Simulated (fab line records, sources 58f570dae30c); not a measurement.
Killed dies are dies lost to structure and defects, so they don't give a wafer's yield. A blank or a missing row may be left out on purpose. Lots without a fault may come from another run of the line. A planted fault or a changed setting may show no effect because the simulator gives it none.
fab line records | flow berkeley_cmos170
record lots=5 wafers=15 last_day=12
route steps=331 shown CONTACT@233 M1@238
lots that met no fault: from a run of the same line without faults
start_h: hours from the record's first day to the start of the lot's first wafer shown | wait_h: hours since the lot's step before | " the same as in the row above | L1.1+2: a row that stands for several wafers | - no value, or no start given | * or withheld: withheld | < > ~ a bound
route shown NAME@n: a module of which the file shows steps, and the number in the route of the first | usual: mean/standard deviation of fault-free wafers | same: alike in all rows | chamber/n: place in a boat | sites: the reading at each site | _std_site: their standard deviation | _edge_site: outer sites' mean less inner sites' | radius_mm: how far each site lies from the wafer's centre | mask NAME#n: copy n | behind: the tool/chamber that last shaped the wafer | hold: why the lot was held/for how many hours/how that ended | device: the transistor (n, p or np) that didn't switch | end of line: the same wafers' tests at the end of the route | a step without rows: its recipe alone | killed: dies lost to structure and defects at the first sort, not the wafer's yield | map: a wafer's dies, x killed, . not, _ none there
set.NAME: the setting as run; set.NAME@STEP: as run at that earlier step | model.NAME: the simulator's own value behind a step, which no gauge read
lots at some steps of the route; a table a step, a row a wafer
services: from which hour (start_h, from the record's first day; less than 0 if before it) a tool's chamber was out of use, for how many hours, and why
## steps
# step UCB170_CONTACT_ETCH_17
# recipe chemistry=N2/H2 target_depth_a=withheld overetch_a=withheld target=BARC time_s=withheld source_w=500 bias_w=100 pressure_mtorr=30 n2_flow_sccm=100 h2_flow_sccm=200
# usual drypump_motor_current_A=5.5/0.43 oes_product_au=0.994/0.017 throttle_valve_pct=13.26/0.16
# columns lot.wafer tool chamber start_h wait_h drypump_motor_current_A oes_product_au throttle_valve_pct
L074.1 rie_diel-02 1 154.77 0.0 5.4 1.010 13.25
L074.4 " 3 " " 5.5 0.994 13.19
L074.5 " 0 " " 5.0 1.000 13.05
L075.2 rie_diel-04 2 155.01 0.0 6.6 0.990 13.45
L075.3 " 1 " " 5.3 0.966 13.38
L075.6 " 0 " " 5.2 0.970 13.43
L080.2 rie_diel-01 2 186.72 0.0 5.7 1.018 13.45
L080.3 " 0 " " 5.9 1.003 13.04
L080.6 " 0 " " 5.9 1.001 13.05
L085.1 rie_diel-02 2 213.90 0.0 5.9 1.021 13.34
L085.4 " 0 " " 5.0 1.007 13.05
L085.6 " 2 " " 5.9 1.021 13.34
L094.1 rie_diel-01 1 259.05 0.0 5.3 0.984 12.98
L094.4 " 2 " " 5.7 1.019 13.44
L094.6 " 2 " " 5.7 1.024 13.43
# step UCB170_CONTACT_ETCH_18
# recipe chemistry=CHF3/CF4/Ar target=PSG stop_on=TiSi2 CHF3_flow_sccm=45 cf4_flow_sccm=15 Ar_flow_sccm=150 pressure_mtorr=200 rf_w=700 target_depth_a=8400 over_etch_frac=0.2 time_s=195
# usual drypump_motor_current_A=5.5/0.42 oes_product_au=0.883/0.014 throttle_valve_pct=6.89/0.12
# same time_s=195
# columns lot.wafer tool chamber start_h wait_h drypump_motor_current_A oes_product_au rf_hours_counter_h throttle_valve_pct
L074.1 rie_diel-02 1 - - 5.4 0.883 116 6.90
L074.4 " 3 " " 5.5 0.865 - 6.84
L074.5 " 0 " " 5.0 0.878 - 6.78
L075.2 rie_diel-04 2 - - 6.6 0.882 137 7.04
L075.3 " 1 " " 5.3 0.865 120 6.99
L075.6 " 0 " " 5.2 0.856 - 7.07
L080.2 rie_diel-01 2 - - 5.7 0.882 14 7.02
L080.3 " 0 " " 5.9 0.892 6 6.72
L080.6 " 0 " " 5.9 0.891 - 6.71
L085.1 rie_diel-02 2 - - 5.9 0.881 127 6.96
L085.4 " 0 " " 5.1 0.883 87 6.79
L085.6 " 2 " " 5.9 0.880 - 6.95
L094.1 rie_diel-01 1 - - 5.3 0.896 21 6.69
L094.4 " 2 " " 5.7 0.905 15 7.04
L094.6 " 2 " " 5.7 0.908 - 7.03
# step UCB170_CONTACT_STRIP_19
# recipe chemistry=O2 power_w=400 pressure_mtorr=3500 platen_temp_c=withheld o2_flow_sccm=400 overash_fraction=0.5
# usual drypump_motor_current_A=5.6/0.39 o2_flow_sccm=400.2/1.3 oes_product_au=0.726/0.0039
# same overash_fraction=0.5
# columns lot.wafer tool chamber start_h wait_h drypump_motor_current_A o2_flow_sccm oes_product_au rf_hours_counter_h
L074.1 plasma_asher-04 0 154.94 - 5.4 398.9 0.727 37
L074.4 " 0 " " 5.4 399.2 0.720 -
L074.5 " 0 " " 5.5 398.9 0.723 -
L075.2 plasma_asher-01 0 155.18 - 5.1 399.7 0.722 4
L075.3 " 1 " " 6.2 402.6 0.728 -
L075.6 " 1 " " 6.2 401.3 0.732 -
L080.2 plasma_asher-04 1 186.88 - 5.2 400.8 0.724 41
L080.3 " 0 " " 5.4 400.2 0.727 -
L080.6 " 1 " " 5.2 400.6 0.724 -
L085.1 plasma_asher-04 1 214.07 - 5.2 400.4 0.723 44
L085.4 " 1 " " 5.2 401.8 0.726 -
L085.6 " 1 " " 5.2 401.1 0.725 -
L094.1 plasma_asher-04 0 259.21 - 5.4 401.5 0.732 50
L094.4 " 0 " " 5.4 402.4 0.734 -
L094.6 " 1 " " 5.2 398.4 0.720 -
# step UCB170_CONTACT_CD_MEAS_90
# recipe target_cd_nm=700
# usual cd_nm=700.2/1.3
# columns lot.wafer tool chamber start_h wait_h cd_nm
L074.1 cd_sem-01 - 155.10 0.1 702.5
L074.4 " - " " 702.1
L074.5 " - " " 701.7
L075.2 cd_sem-01 - 155.30 0.1 700.6
L075.3 " - " " 699.7
L075.6 " - " " 700.3
L080.2 cd_sem-01 - 187.05 0.1 701.6
L080.3 " - " " 701.1
L080.6 " - " " 701.7
L085.1 cd_sem-02 - 214.17 0.1 701.4
L085.4 " - " " 700.9
L085.6 " - " " 700.9
L094.1 cd_sem-01 - 259.31 0.1 701.0
L094.4 " - " " 700.4
L094.6 " - " " 700.3
# step UCB170_CONTACT_CLEAN_20
# recipe chemistry=SPM temp_c=120 time_s=600
# same time_s=600
# columns lot.wafer tool chamber start_h wait_h
L074.1+4+5 wet_bench-01 2 155.22 0.1
L075.2+3+6 wet_bench-04 2 155.40 0.1
L080.2+3+6 wet_bench-04 0 187.15 0.1
L085.1+4+6 wet_bench-03 2 214.29 0.1
L094.1+4+6 wet_bench-03 0 259.43 0.1
# step UCB170_M1_SPUTTER_00
# recipe material=Al target_thk_nm=600 time_s=80 power_w=6000 chamber_pressure_pa=0.5
# usual throttle_valve_pct=29.7/0.67
# same time_s=80
# columns lot.wafer tool chamber start_h wait_h throttle_valve_pct
L074.1 pvd_sputter-02 - 155.39 0.0 29.9
L074.4 " - " " 30.4
L074.5 " - " " 30.7
L075.2 pvd_sputter-03 - 155.58 0.0 30.0
L075.3 " - " " 29.7
L075.6 " - " " 29.4
L080.2 pvd_sputter-01 - 187.32 0.0 30.1
L080.3 " - " " 30.7
L080.6 " - " " 30.2
L085.1 pvd_sputter-03 - 214.47 0.0 29.6
L085.4 " - " " 29.5
L085.6 " - " " 29.4
L094.1 pvd_sputter-01 - 259.61 0.0 30.3
L094.4 " - " " 30.3
L094.6 " - " " 30.9
# step UCB170_M1_RS_MEAS_01
# recipe thk_meas_gauge=four-point-probe reads=Al_of_M1_SPUTTER_00
# usual M1_AL_RS=0.0485/0.00042
# columns lot.wafer tool chamber start_h wait_h M1_AL_RS[ohm/sq]
L074.1 film_metro-01 - 155.45 0.0 0.0484
L074.4 " - " " 0.0483
L074.5 " - " " 0.0478
L075.2 film_metro-02 - 155.66 0.1 0.0483
L075.3 " - " " 0.0483
L075.6 " - " " 0.0483
L080.2 film_metro-01 - 187.41 0.1 0.0491
L080.3 " - " " 0.0484
L080.6 " - " " 0.0489
L085.1 film_metro-03 - 214.53 0.0 0.0487
L085.4 " - " " 0.0482
L085.6 " - " " 0.0489
L094.1 film_metro-03 - 259.67 0.0 0.0482
L094.4 " - " " 0.0481
L094.6 " - " " 0.0477
## services
# columns tool chamber start_h hours kind
plasma_asher-04 - 137.57 0.8 repair
rie_diel-02 2 142.52 12.7 repair
rie_diel-04 3 143.31 - clean
rie_diel-04 3 143.31 18.6 scheduled_down
rie_diel-04 3 143.31 18.6 vent_cycle
pvd_sputter-03 - 145.75 1.1 repair
wet_bench-03 - 149.18 1.0 repair
pvd_sputter-03 - 173.29 4.3 repair
pvd_sputter-03 - 182.94 12.2 repair
rie_diel-02 3 188.18 9.8 repair
rie_diel-01 - 201.42 14.6 pm
pvd_sputter-01 3 204.91 - consumable_replace:kit
pvd_sputter-01 3 204.91 18.0 scheduled_down
pvd_sputter-01 3 204.91 18.0 vent_cycle
rie_diel-04 3 217.79 7.2 repair
rie_diel-02 3 222.04 - clean
rie_diel-02 3 222.04 20.6 scheduled_down
rie_diel-02 3 222.04 20.6 vent_cycle
rie_diel-01 2 227.31 22.2 repair
rie_diel-04 2 233.83 - clean
rie_diel-04 2 233.83 24.1 scheduled_down
rie_diel-04 2 233.83 24.1 vent_cycle
plasma_asher-01 - 246.68 1.2 repair
rie_diel-02 1 249.88 3.9 repair
## key
fault none
